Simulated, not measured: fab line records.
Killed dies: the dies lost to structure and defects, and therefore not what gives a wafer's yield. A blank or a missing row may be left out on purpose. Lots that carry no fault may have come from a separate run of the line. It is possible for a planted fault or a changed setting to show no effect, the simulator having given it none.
One fault seen from 2 desks    flow rit cmos    numbers are kept per desk, each desk with only its own; the story behind them comes last

## THE TOOL OWNER'S DESK: pvd sputter-02
The tool's own readings at RIT_M1_SPUTTER_00 (material Al, target thk 400 nm, time 500 s): means of the sampled wafers that have a number, for each lot that ran on this tool. If a lot's mean is further than 4 standard deviations from the usual mean, the lot is out of limits and carries the mark OUT (the distance appears in the brackets).
Columns: A = chamber pressure pa at RIT_M1_SPUTTER_00, usual 0.4000 Pa; B = throttle valve pct at RIT_M1_SPUTTER_00, usual 30.3 %
lot   first seen here  A       B
L393  day 3 22:05      0.4003  30.8
L399  day 5 08:07      0.4001  30.2
L400  day 5 16:47      0.4009  29.8
L403  day 5 21:38      0.4004  30.8
L413  day 8 06:11      0.4006  31.0
Finding of this desk: none of the 5 lots has anything out of limits.

## AT THE METROLOGY DESK
Means of the sampled wafers that have a number, per lot and without regard to the tool the lot ran on: this is what the gauges read. If a lot's mean is further than 4 standard deviations from the usual mean, the lot is out of limits and carries the mark OUT (the distance appears in the brackets).
Columns: A = M1_AL_RS at RIT_M1_RS_MEAS_01, usual 0.0735 ohm/sq; B = M1_AL_THK at RIT_M1_THK_MEAS_02, usual 399 nm
lot   first seen here  A       B
L393  day 3 22:22      0.0734  401
L394  day 4 00:15      0.0741  393
L397  day 4 19:10      0.0740  395
L398  day 4 22:20      0.0731  399
L399  day 5 08:26      0.0736  397
L401  day 5 14:40      0.0743  399
L400  day 5 17:07      0.0723  405
L402  day 5 18:54      0.0733  397
L403  day 5 21:57      0.0738  397
L404  day 6 04:04      0.0739  393
L408  day 7 00:44      0.0732  404
L413  day 8 06:28      0.0743  394
L414  day 8 09:56      0.0731  398
Finding of this desk: none of the 13 lots has anything out of limits.

## ALL TOGETHER
Nothing out of limits was seen by the tool owner's desk.
At the metrology desk, nothing out of limits was observed.

## WHAT HAD BEEN PUT IN BY THE SIMULATOR
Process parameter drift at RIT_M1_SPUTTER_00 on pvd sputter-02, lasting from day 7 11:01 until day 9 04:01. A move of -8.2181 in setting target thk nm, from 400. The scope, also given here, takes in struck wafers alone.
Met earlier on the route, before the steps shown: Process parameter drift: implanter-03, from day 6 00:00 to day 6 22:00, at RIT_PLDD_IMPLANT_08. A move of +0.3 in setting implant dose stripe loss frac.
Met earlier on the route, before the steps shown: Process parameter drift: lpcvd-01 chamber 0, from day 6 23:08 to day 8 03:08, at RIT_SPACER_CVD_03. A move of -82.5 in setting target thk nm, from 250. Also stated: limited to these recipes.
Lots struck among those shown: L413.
